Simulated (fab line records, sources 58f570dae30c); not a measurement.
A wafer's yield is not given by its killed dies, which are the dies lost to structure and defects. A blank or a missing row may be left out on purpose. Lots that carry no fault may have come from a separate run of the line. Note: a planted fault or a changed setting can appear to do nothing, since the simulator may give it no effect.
Problem report in the 8D (eight disciplines) form, filled by code    flow berkeley cmos170    the parts of the form that need people (team, actions taken, sign-off) are left out

1. THE ISSUE
Wafers without a fault read 30.001, standard deviation 0.0084; beam energy keV at UCB170_NLDD_IMPLANT_09 reads a mean of 28.478 on 6 wafers belonging to 2 lots. That is -99 or more standard deviations from the usual mean.
First observed at day 8 18:44: wafer L854.2, on implanter-03. Wafers with a number at this step in the record: 18, from 6 lots. By rule, "out" or "out of limits" means more than 4 standard deviations away from the usual mean. The rest of the wafers with a number are treated as sound.

2. WHAT IT IS, AND WHAT IT ISN'T
question                     is                      is not
which readings at this step  beam energy keV         faraday current uA
which lots                   L854, L858              L842, L846, L853, L863
which wafers of those lots   all that have a number  -
read on which tools          implanter-03            implanter-02, implanter-04
when                         from day 8 18:44        up to then (6 sound wafers); but 6 sound wafers of L853, L863 came after

3. WHAT RULES OUT EACH SUSPECT
Counting: a tool stays on the suspect list if, at a process step up to the reading, it processed all lots that are out and no sound lot following the first of them.
- plasma asher-01 at UCB170_PLDD_STRIP_10 (strips in O2): kept. It processed each lot that is out, first L854 at day 8 17:02, and no sound lot thereafter; up to then, the last sound lot it processed was L846 at day 6 20:52.
- implanter-03 at UCB170_NLDD_IMPLANT_09: kept. It processed each lot that is out, first L854 at day 8 18:44, and no sound lot thereafter; up to then, the last sound lot it processed was L842 at day 6 06:40. Out on those wafers are its own readings of beam energy keV.
Remaining after the count are plasma asher-01 at UCB170_PLDD_STRIP_10 and implanter-03 at UCB170_NLDD_IMPLANT_09.

4. THE CAUSE (what the simulator had put in)
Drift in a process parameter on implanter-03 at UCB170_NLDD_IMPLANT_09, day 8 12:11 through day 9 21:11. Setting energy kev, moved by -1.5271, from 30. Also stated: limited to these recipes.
2 suspects survive the count, and this tool is in that group.

5. SEQUENCE OF EFFECTS, ordered by route
Rows list readings where the struck wafers' mean (over those with a number) sits beyond 3 standard deviations from the usual. Readings are gone through only where the record gives a usual standard deviation; hours: the median, over the lots, of the time from a lot's start at the first step in this table giving one to that lot's start at this step; sigmas: the change measured in usual standard deviations.
hours  step                    reading          usual   on struck wafers  change  sigmas
0      UCB170_NLDD_IMPLANT_09  beam energy keV  30.001  28.478            -1.523  -99 or more
Process steps it contains:
- UCB170_NLDD_IMPLANT_09

6. HOW IT WOULD HAVE BEEN CAUGHT EARLIER
7 hours passed between the start of the fault at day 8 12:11 and the first reading out of limits in this record, taken at day 8 18:44.
